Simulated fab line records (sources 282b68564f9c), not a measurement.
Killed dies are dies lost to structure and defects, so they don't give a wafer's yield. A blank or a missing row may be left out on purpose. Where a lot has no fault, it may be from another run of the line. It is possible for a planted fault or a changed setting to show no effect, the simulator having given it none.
What tool caused it?    flow ritCmos    15 lots with 45 wafers sampled at 2 steps, on a route of 202 steps

WHAT EACH GAUGE READ, for each wafer
No reading from a measuring or inspecting step in the record can be judged against a usual standard deviation.

TOOL THAT RAN EACH LOT (tool first, then ch and the chambers of the sampled wafers, then the start)
lot   RIT_NSD_HARDBAKE_07              RIT_M1_PROBE_99
L477  lithoTrack-01 ch 0, day 3 12:07  -
L478  lithoTrack-01 ch 0, day 3 18:40  -
L480  lithoTrack-03 ch 0, day 4 07:07  -
L481  lithoTrack-03 ch 0, day 4 09:55  -
L482  lithoTrack-03 ch 0, day 4 12:26  -
L483  lithoTrack-04 ch 0, day 4 20:15  -
L484  lithoTrack-03 ch 0, day 5 02:07  -
L486  lithoTrack-01 ch 0, day 5 09:11  -
L487  lithoTrack-03 ch 0, day 5 16:32  -
L488  lithoTrack-01 ch 0, day 5 18:05  prober-02, day 6 04:05
L489  lithoTrack-03 ch 0, day 6 02:23  -
L490  lithoTrack-03 ch 0, day 6 10:08  -
L495  lithoTrack-04 ch 0, day 7 08:53  -
L496  lithoTrack-01 ch 0, day 7 10:57  -
L498  lithoTrack-04 ch 0, day 7 23:44  -
- RIT_NSD_HARDBAKE_07: time 60 s.
- RIT_M1_PROBE_99

AS READ BY THE TOOLS THEMSELVES (means over the sampled wafers that have a number; for cases with no such wafer, the mark the record gives instead)
RIT_NSD_HARDBAKE_07.
lot   tool           heaterPowerTotalW (W)  plateTempC (C)
L477  lithoTrack-01  62.57                  140.05
L478  lithoTrack-01  62.56                  140.04
L480  lithoTrack-03  62.55                  140.07
L481  lithoTrack-03  62.54                  140.14
L482  lithoTrack-03  62.54                  140.04
L483  lithoTrack-04  62.57                  140.02
L484  lithoTrack-03  62.57                  140.01
L486  lithoTrack-01  62.52                  139.65
L487  lithoTrack-03  60.00                  135.71
L488  lithoTrack-01  62.55                  140.10
L489  lithoTrack-03  60.05                  135.46
L490  lithoTrack-03  60.05                  135.31
L495  lithoTrack-04  62.61                  139.75
L496  lithoTrack-01  62.50                  139.97
L498  lithoTrack-04  62.57                  139.99

RIT_M1_PROBE_99.
lot   tool       killedAtContacts  killedAtFrontEnd  killedDies  killedOpen  killedShort
L488  prober-02  0.3               5.3               5.7         3.0         2.7

THE ANSWER, worked out from the rows above alone
Rule: what is usual is taken from the lots themselves. Put in order of their means at a reading, lots are off if they are a third of the lots or fewer, leave a main group of 4 or more, and stand apart from it by a gap of 3 or more times the standard deviation of the main group's means; of several such gaps the widest counts. If all means in a main group match to the digits the tables above print for the reading, that group is not used. A lot without any number at a reading at which 4 lots or more have one is off too. Any other lot the step has rows for is counted as sound. Order of review: gauges by route order, followed by the tools' own readings, for which a lot's mean as printed above is used. At the first step where some lot is off, the reading lying furthest off is the one used; lots without a number count as furthest.
Off: L487, L489, L490, at RIT_NSD_HARDBAKE_07 (heaterPowerTotalW). For the main group the mean is 62.55 W and the standard deviation 0.027.
A tool fits if, at that step or a process step before it, it ran every lot that is off, and no sound lot after the first of them. One fits: lithoTrack-03 at RIT_NSD_HARDBAKE_07. Its last sound lot is L484 (day 5 02:07), its first lot that is off L487 (day 5 16:32): a fault that began between those two fits.
The tool's own readings at RIT_NSD_HARDBAKE_07 bear it out: on the lots that are off they differ by more than 5 times the standard deviation of the sound lots' means. heaterPowerTotalW reads 60.03 W there against 62.55 W on the sound lots; plateTempC reads 135.49 C there against 139.99 C on the sound lots.

WHAT THE SIMULATOR PUT IN
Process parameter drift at RIT_NSD_HARDBAKE_07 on lithoTrack-03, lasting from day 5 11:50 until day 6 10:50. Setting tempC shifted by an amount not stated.
Struck lots among those shown: L487, L489, L490. The rule given above showed the same thing.
